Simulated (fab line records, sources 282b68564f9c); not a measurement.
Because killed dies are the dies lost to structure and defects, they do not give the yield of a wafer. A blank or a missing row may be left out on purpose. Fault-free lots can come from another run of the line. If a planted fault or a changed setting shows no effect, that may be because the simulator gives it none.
Which tool is to blame? ; flow rit cmos ; 14 lots with 42 wafers sampled at 6 steps, on a route of 202 steps

== WHAT EACH GAUGE READ, for each wafer ==
RIT_FOX2_THK_MEAS_90. Usual: FIELD_OXIDE_LEFT_1_THK 323 nm, standard deviation 4.9.
lot;measured;on;FIELD_OXIDE_LEFT_1_THK (nm);flag
L944;day 1 20:10;film metro-03;312 315 315;
L945;day 2 01:11;film metro-03;327 332 330;
L946;day 2 07:25;film metro-03;324 326 320;
L950;day 3 02:20;film metro-02;323 327 323;
L954;day 3 23:10;film metro-03;319 325 318;
L956;day 4 08:35;film metro-02;322 324 328;
L957;day 4 13:47;film metro-02;319 319 318;
L958;day 4 18:28;film metro-01;321 320 320;
L959;day 4 23:18;film metro-03;327 325 325;
L960;day 5 05:15;film metro-03;322 326 323;
L961;day 5 10:15;film metro-03;324 321 326;
L963;day 5 20:31;film metro-03;321 327 326;
L964;day 5 23:52;film metro-01;333 328 329;
L967;day 6 17:40;film metro-02;315 317 322;

RIT_NRETRO_TW_MEAS_10. Usual: NRETRO_TW 1062, standard deviation 11.
lot;measured;on;NRETRO_TW;flag
L944;day 2 07:04;film metro-02;1042 1046 1039;
L945;day 2 11:25;film metro-01;1058 1054 1060;
L946;day 2 17:36;film metro-01;1060 1062 1057;
L950;day 3 13:41;film metro-04;1073 1077 1071;
L954;day 4 09:50;film metro-01;1064 1062 1065;
L956;day 4 19:54;film metro-02;1058 1057 1044;
L957;day 4 23:53;film metro-04;1076 1074 1075;
L958;day 5 04:59;film metro-01;1066 1067 1061;
L959;day 5 09:44;film metro-02;1051 1051 1043;
L960;day 5 15:45;film metro-01;1070 1071 1069;
L961;day 5 20:54;film metro-04;1078 1072 1084;
L963;day 6 06:53;film metro-01;1072 1062 1061;
L964;day 6 10:13;film metro-02;1045 1047 1052;
L967;day 7 04:46;film metro-04;1076 1081 1082;

RIT_GATE_THK_MEAS_09. Usual: GATE_POLY_THK 256.2 nm, standard deviation 2.1.
lot;measured;on;GATE_POLY_THK (nm);flag
L944;day 2 12:47;film metro-03;256.8 256.1 256.3;
L945;day 2 17:48;film metro-03;255.1 257.3 254.0;
L946;day 3 02:14;film metro-03;507.7 506.0 504.2;OFF
L950;day 4 00:07;film metro-01;514.2 513.7 511.8;OFF
L954;day 4 17:57;film metro-03;259.0 257.1 258.4;
L956;day 5 03:18;film metro-01;253.0 252.3 252.6;
L957;day 5 07:07;film metro-03;254.8 255.7 258.4;
L958;day 5 12:07;film metro-02;256.0 258.0 256.4;
L959;day 5 18:31;film metro-02;257.6 258.5 259.5;
L960;day 5 20:58;film metro-02;258.4 258.7 259.3;
L961;day 6 02:35;film metro-03;254.5 256.9 258.5;
L963;day 6 14:46;film metro-02;260.5 258.8 257.7;
L964;day 6 18:28;film metro-03;261.1 261.5 260.3;
L967;day 7 12:52;film metro-02;254.4 257.2 255.8;

RIT_REOX_THK_MEAS_04. Usual: REOX_OXIDE_THK 26.1 nm, standard deviation 0.49.
lot;measured;on;REOX_OXIDE_THK (nm);flag
L944;day 2 18:34;film metro-03;26.1 26.3 26.3;
L945;day 2 22:32;film metro-03;25.0 25.2 25.4;
L954;day 4 22:43;film metro-04;26.9 26.3 26.0;
L956;day 5 09:14;film metro-04;25.9 26.4 26.0;
L957;day 5 14:06;film metro-03;26.5 26.6 26.6;
L958;day 5 17:59;film metro-04;26.3 26.1 26.5;
L959;day 5 23:37;film metro-03;26.3 26.4 26.1;
L960;day 6 02:09;film metro-04;26.5 26.4 26.7;
L961;day 6 07:42;film metro-04;25.2 25.9 25.8;
L963;day 6 19:21;film metro-04;26.3 26.6 26.2;
L964;day 7 00:25;film metro-02;25.8 25.7 25.5;
L967;day 7 18:46;film metro-04;26.0 25.9 26.0;

== EACH LOT AND THE TOOL THAT RAN IT (in order: tool; ch and the chambers of the sampled wafers; start) ==
lot;RIT_GATE_CVD_08;RIT_GATE_ETCH_19
L944;lpcvd-01 ch 0, day 2 11:10;rie si-02 ch 1,2, day 2 14:07
L945;lpcvd-02 ch 1, day 2 16:11;rie si-01 ch 0,2,3, day 2 19:13
L946;lpcvd-02 ch 1, day 2 21:10 and lpcvd-01 ch 1, day 2 23:49;rie si-02 ch 1,2,3, day 3 03:42
L950;lpcvd-01 ch 1, day 3 20:43 and lpcvd-02 ch 1, day 3 22:30;rie si-02 ch 0,2,3, day 4 01:46
L954;lpcvd-01 ch 1, day 4 16:20;rie si-02 ch 1,2,3, day 4 19:17
L956;lpcvd-02 ch 0, day 5 01:41;rie si-02 ch 0,1, day 5 04:38
L957;lpcvd-02 ch 0, day 5 04:41;rie si-01 ch 0,1,2, day 5 08:27
L958;lpcvd-02 ch 0, day 5 09:41;rie si-02 ch 1,2, day 5 13:30
L959;lpcvd-02 ch 0, day 5 16:53;rie si-01 ch 2,3, day 5 19:50
L960;lpcvd-02 ch 1, day 5 19:21;rie si-02 ch 0,1,2, day 5 22:19
L961;lpcvd-01 ch 0, day 6 00:58;rie si-01 ch 1,2,3, day 6 03:56
L963;lpcvd-01 ch 1, day 6 13:08;rie si-01 ch 1,2,3, day 6 16:02
L964;lpcvd-01 ch 0, day 6 16:50;rie si-02 ch 0,1, day 6 19:45
L967;lpcvd-02 ch 1, day 7 11:15;rie si-01 ch 0,3, day 7 14:17
- RIT_GATE_CVD_08: deposits poly-Si from SiH4, target thk 250 nm, time 2220 s.
- RIT_GATE_ETCH_19: etches poly-Si in SF6/CHF3/O2, stops on SiO2, time 165 s, target depth 312.5 nm.

== AS READ BY THE TOOLS THEMSELVES (means over the sampled wafers that have a number; for cases with no such wafer, the mark the record gives instead) ==
RIT_GATE_ETCH_19. Usual: drypump motor current A 5.6 A, standard deviation 0.53; oes product au 0.868 a.u., standard deviation 0.013; throttle valve pct 10.17 %, standard deviation 0.17.
lot;tool;drypump motor current A (A);oes product au (a.u.);throttle valve pct (%);flag
L944;rie si-02;5.6;0.875;10.14;
L945;rie si-01;5.6;0.878;10.23;
L946;rie si-02;5.4;1.002;10.19;OFF
L950;rie si-02;5.2;1.002;10.29;OFF
L954;rie si-02;5.4;0.868;10.19;
L956;rie si-02;5.5;0.865;10.04;
L957;rie si-01;6.1;0.867;10.11;
L958;rie si-02;5.6;0.875;10.13;
L959;rie si-01;5.5;0.875;10.16;
L960;rie si-02;5.3;0.881;10.23;
L961;rie si-01;5.9;0.868;10.15;
L963;rie si-01;5.9;0.871;10.15;
L964;rie si-02;5.5;0.890;10.05;
L967;rie si-01;5.6;0.852;10.31;

== THE ANSWER, worked out from the rows above alone ==
Rule: lot off if the mean of its wafers having a number is beyond 3 standard deviations from the usual mean. A lot without any number at a reading at which 4 lots or more have one is off too. Any other lot the step has rows for is counted as sound. After the gauges, taken in route order, come the tools' own readings; for these a lot's mean is taken, as printed above. At the first step where some lot is off, the reading lying furthest off is the one used; lots without a number count as furthest.
Off: at RIT_GATE_THK_MEAS_09 (GATE_POLY_THK), L946, L950.
A tool fits if, at a process step before that reading, it ran every lot that is off, and no sound lot after the first of them. Not tried: the gauges at RIT_GATE_THK_MEAS_09; whatever is off there is also off at RIT_GATE_ETCH_19, on other tools, and gauge error can't account for it. Not one of the candidates tried fits.

== WHAT THE SIMULATOR HAD INSERTED ==
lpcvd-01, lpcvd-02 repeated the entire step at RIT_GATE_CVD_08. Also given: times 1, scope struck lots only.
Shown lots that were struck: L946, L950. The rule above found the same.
